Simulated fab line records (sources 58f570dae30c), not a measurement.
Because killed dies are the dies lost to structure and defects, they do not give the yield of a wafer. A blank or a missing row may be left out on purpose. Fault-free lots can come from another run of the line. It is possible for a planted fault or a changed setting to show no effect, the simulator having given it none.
Comparing a struck lot with a sound one :: flow berkeley-cmos170 :: 15 steps out of a route of 331
Sound: wafers L179.1, L179.4, L179.5. Struck: wafers L183.4, L183.5, L183.6. The cause is named last.
Order at every step that has rows: each side's tool, ch and its chambers, its first start. Under that, the readings that differ: sound wafers :: struck wafers :: difference of the means :: sigmas: that difference in standard deviations of wafers without a fault.
alike: readings with means less than 2 such deviations apart, plus words and numbers identical on both sides. not compared: withheld readings, readings lacking a value on some wafer, bounds such as >300 that could conceal the same value, and numbers that have no deviation in the record and whose values overlap.
The two part at a step that has a row with sigmas, a row that says differs or no value, or rows on one side only. Non-overlapping numbers with no deviation appear without sigmas and do not part them. Lack of a reading on every wafer of one side parts them only where that side has two or more wafers.

UCB170_V2_CMP_02: polishes SiO2.
  sound on cmp-02 ch 0,1, day 9 23:29; struck on cmp-01 ch 0,1,3, day 11 02:00
  alike: motor-current-A
UCB170_V2_BOW_MEAS_03:
  sound on film-metro-02 at day 9 23:47; struck on film-metro-03 at day 11 02:16
  alike: V2_BOW
UCB170_V2_THK_MEAS_04:
  sound on film-metro-02 at day 9 23:55; struck on film-metro-03 at day 11 02:21
  alike: V2_POLISHED_THK
then, 3 steps without rows for these wafers: UCB170_V2_CLEAN_05 (cleans in DIW); UCB170_V2_HMDS_06 (prime time 60 s); UCB170_V2_COAT_07 (resist thk 900 nm).
UCB170_V2_SOFTBAKE_08: time 61.37 s.
  sound on litho-track-01 ch 0, day 10 01:29; struck on litho-track-01 ch 0, day 11 03:40
reading: plate-sensor-t-edge-C (C)
sound: 131.51 131.52 131.52
struck: 131.54 131.54 131.54
difference: +0.02
sigmas: +2
  alike: plate-sensor-t-centre-C
then, 3 steps without rows for these wafers: UCB170_V2_EXPOSE_09 (exposes mask VIA2, target cd 700 nm); UCB170_V2_PEB_10; UCB170_V2_DEVELOP_11 (develop time 45 s).
UCB170_V2_CD_MEAS_12: target cd 700 nm.
  sound on cd-sem-01 at day 10 02:16; struck on cd-sem-02 at day 11 05:22
  alike: cd-nm
UCB170_V2_OVL_MEAS_13:
  sound on overlay-02 at day 10 02:23; struck on overlay-02 at day 11 05:26
  alike: V2_OVL
UCB170_V2_ETCH_14: etches SiO2 in CHF3/CF4/Ar, stops on Al, target depth 1250 nm, time 291 s.
  sound on rie-diel-04 ch 0,1,3, day 10 02:26; struck on rie-diel-04 ch 0,1, day 11 05:27
reading: oes-product-au (a.u.)
sound: 0.857 0.864 0.845
struck: 0.822 0.822 0.812
difference: -0.037
sigmas: -2

reading: model.KrF_of_V2_COAT_07.thk-nm (nm)
sound: 605.5 615.5 613.7
struck: 673 673.1 679.1
difference: +64
sigmas: 

reading: model.V2.feature-depth-nm (nm)
sound: 999.5 999.5 1000
struck: 933.4 935.6 909
difference: -73.7
sigmas: 

reading: model.etch.depth-nm (nm)
sound: 999.5 999.5 999.3
struck: 933.4 935.6 909
difference: -73.4
sigmas: 
  alike: drypump-motor-current-A, throttle-valve-pct
  not compared: rf-hours-counter-h
UCB170_V2_STRIP_15: strips in O2.
  sound on plasma-asher-03 ch 0,1, day 10 02:37; struck on plasma-asher-03 ch 0,1, day 11 05:40
reading: strip-time-to-endpoint-s (s)
sound: 15.20 15.45 15.39
struck: 16.74 16.74 16.88
difference: +1.44
sigmas: +10
  alike: drypump-motor-current-A, oes-product-au
  not compared: rf-hours-counter-h
UCB170_V2_CD_MEAS_90: target cd 700 nm.
  sound on cd-sem-02 at day 10 02:43; struck on cd-sem-01 at day 11 05:47
  alike: cd-nm

## WHERE THEY PART
First at UCB170_V2_SOFTBAKE_08; last, within this record, at UCB170_V2_STRIP_15. Later steps at which nothing parts them and some readings are alike: UCB170_V2_CD_MEAS_90.

WHY: what the simulator had put in
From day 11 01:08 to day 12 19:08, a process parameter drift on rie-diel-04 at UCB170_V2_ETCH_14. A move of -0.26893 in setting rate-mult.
